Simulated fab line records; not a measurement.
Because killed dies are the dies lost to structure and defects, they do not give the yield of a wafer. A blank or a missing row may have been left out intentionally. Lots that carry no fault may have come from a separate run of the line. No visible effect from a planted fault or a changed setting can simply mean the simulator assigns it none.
Code-filled problem report in 8D (eight disciplines) form + flow berkeley cmos170 + the parts of the form that need people (team, actions taken, sign-off) are left out

1. THE PROBLEM
Mean of beam energy keV at UCB170_NWELL_IMPLANT_14: 144.60 across 6 wafers in 2 lots; on wafers with no fault it is 150.00 (standard deviation 0.041). So: -99 or more standard deviations from the usual mean.
Earliest sighting: wafer L876.2 on implanter-04 at day 5 00:53. The record has a number at this step for 42 wafers belonging to 14 lots. By rule, "out" or "out of limits" means more than 4 standard deviations away from the usual mean. The rest of the wafers with a number are treated as sound.

2. WHAT IT IS, AND WHAT IT ISN'T
| question                    | is                     | is not                                                                                 |
|-----------------------------|------------------------|----------------------------------------------------------------------------------------|
| which readings at this step | beam energy keV        | -                                                                                      |
| which lots                  | L876, L879             | L865, L866, L867, L869, L870, L871, L872, L873, L881, L883, L885, L887                 |
| which wafers of those lots  | all that have a number | -                                                                                      |
| read on which tools         | implanter-04           | implanter-01, implanter-02                                                             |
| when                        | from day 5 00:53       | up to then (24 sound wafers); but 12 sound wafers of L881, L883, L885, L887 came after |

3. SUSPECTS, AND WHAT RULES EACH OUT
Counting: any tool at a process step up to the reading is kept as a suspect provided that every lot that is out went through it and no sound lot did after the first of them.
- implanter-04 at UCB170_NWELL_IMPLANT_14: kept. Every lot that is out went through it, starting with L876 (day 5 00:53), and after that it ran no sound lot; the last sound lot it ran before then is L872 (day 4 05:37). On those wafers its own readings are out: beam energy keV.
After counting, what remains is implanter-04 at UCB170_NWELL_IMPLANT_14.

4. THE CAUSE (what the simulator had put in)
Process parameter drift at UCB170_NWELL_IMPLANT_14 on implanter-04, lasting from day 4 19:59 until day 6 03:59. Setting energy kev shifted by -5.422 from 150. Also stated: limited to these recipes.
Only this tool survived the counting.

5. SEQUENCE OF EFFECTS, ordered by route
Each row: a reading whose mean over the struck wafers that have a number lies more than 3 standard deviations from the usual. Only readings for which the record gives a usual standard deviation are gone through. hours: the time from each lot's start at the first step in this table that gives one to its start at this step, as a median over the lots. sigmas: the change in usual standard deviations.
| hours | step                    | reading         | usual  | on struck wafers | change | sigmas      |
|-------|-------------------------|-----------------|--------|------------------|--------|-------------|
| 0     | UCB170_NWELL_IMPLANT_14 | beam energy keV | 150.00 | 144.60           | -5.40  | -99 or more |
Here are the process steps it includes:
- UCB170_NWELL_IMPLANT_14

6. WHAT WOULD HAVE CAUGHT IT SOONER
In this record the first reading out of limits was taken at day 5 00:53, 5 hours after the fault began at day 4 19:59.
